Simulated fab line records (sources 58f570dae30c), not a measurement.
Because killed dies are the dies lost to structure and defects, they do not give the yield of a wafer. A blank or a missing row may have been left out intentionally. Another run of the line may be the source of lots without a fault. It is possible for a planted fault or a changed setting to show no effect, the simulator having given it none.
Split-lot study ; flow berkeley cmos170 ; on a route of 331 steps: 5 lots, 23 wafers read

== ON THE SPLIT ==
At UCB170_NVT_COAT_01 (resist thk 900 nm), the setting spin rpm was moved away from the recipe's 1500 rpm on 9 of the 23 wafers read, by -2.7% to +6.6%. For the rest of the wafers, this setting stayed at what the recipe calls for.

Reading taken at the split's own step.

== THE READING ==
KrF_of_NVT_COAT_01.thk nm (the simulator's own value, which no gauge read), in nm, at UCB170_NVT_COAT_01 (resist thk 900 nm). The file does not state a usual value for it. Here, 14 wafers ran the recipe; their average is 902.3 nm with a standard deviation of 2.3 nm.

wafer;tool, chamber at the split;spin rpm as run, rpm;against the recipe;KrF_of_NVT_COAT_01.thk nm, nm;against lot-mates on the recipe
L074.1;litho track-02, 0;1500;recipe;904.2;-
L074.3;litho track-02, 0;1500;recipe;901.1;-
L074.4;litho track-02, 0;1500;recipe;899.6;-
L077.1;litho track-02, 0;1500;recipe;906.5;-
L077.2;litho track-02, 0;1460;-2.7%;913.8;+9.9
L077.4;litho track-02, 0;1460;-2.7%;914.5;+10.6
L077.5;litho track-02, 0;1500;recipe;904.5;-
L077.6;litho track-02, 0;1500;recipe;900.6;-
L081.1;litho track-04, 0;1576;+5.1%;880.4;-22.8
L081.2;litho track-04, 0;1576;+5.1%;881.8;-21.4
L081.4;litho track-04, 0;1500;recipe;902.4;-
L081.5;litho track-04, 0;1576;+5.1%;877.2;-26.0
L081.6;litho track-04, 0;1500;recipe;904;-
L083.1;litho track-02, 0;1599;+6.6%;872.2;-27.1
L083.2;litho track-02, 0;1500;recipe;899.6;-
L083.4;litho track-02, 0;1599;+6.6%;870.6;-28.7
L083.5;litho track-02, 0;1500;recipe;898.3;-
L083.6;litho track-02, 0;1500;recipe;900.1;-
L085.1;litho track-04, 0;1500;recipe;903.4;-
L085.2;litho track-04, 0;1500;recipe;903.7;-
L085.3;litho track-04, 0;1553;+3.5%;886.7;-17.1
L085.4;litho track-04, 0;1553;+3.5%;888.6;-15.2
L085.5;litho track-04, 0;1500;recipe;904.4;-

THE FIT
A straight line over all 23 wafers: KrF_of_NVT_COAT_01.thk nm changes by -4.52 nm for each +1% of spin rpm; r = -0.99; the points scatter about the line by 2.1 nm.
The same after taking each lot's own level away (the mean of its wafers on the recipe; 23 wafers): -4.35 nm for each +1%; r = -0.99; scatter 1.6 nm.
The reading moves by 29 nm for the largest change in spin rpm, on that fit.
The span of the lots' own levels, 899.33 to 903.87 nm, comes to 1.9 times the standard deviation stated above.
The two slopes agree, so the slope changes little with the lot-to-lot level.
Check: for one of the wafers moved furthest among these (+6.6%), held out of the fit, the line's prediction against its lot-mates is -29.5 nm. It came out at -27.1 nm against them.

== ADDITIONAL SPLITS CARRIED BY THESE WAFERS ==
These wafers also went through other splits before the reading. Each is held against what the fit with the lots' levels taken away leaves over:
other split on the same wafers;wafers away from the commonest value;r with KrF_of_NVT_COAT_01.thk nm (lot level and that fit taken away)
UCB170_NWELL_OXIDATION_01 temp c;15;-0.24
UCB170_PWELL_COAT_08 spin rpm;9;-0.42
UCB170_PWELL_DEVELOP_12 dev temp c;5;-0.03
UCB170_PFIELD_COAT_01 resist thk nm;4;-0.28
UCB170_FIELD_OXIDATION_01 ox time s;15;-0.16
UCB170_SCREENOX_OXIDATION_01 temp c;18;-0.06

== THE WHOLE CHAIN: every reading that the file lists as answering this split, in the file's order ==
step;what it does;reading;change (the file's fit);r (the file's)
UCB170_NVT_COAT_01;resist thk 900 nm;KrF_of_NVT_COAT_01.thk nm (the simulator's own value, which no gauge read);-4.36 nm for each +1% of the setting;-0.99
UCB170_NVT_STRIP_08;strips in O2;strip time to endpoint s;withheld for each +1% of the setting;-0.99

== THE FILE'S OWN FIT ==
KrF_of_NVT_COAT_01.thk nm changes by -4.36 nm for each +1% of spin rpm, r = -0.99.
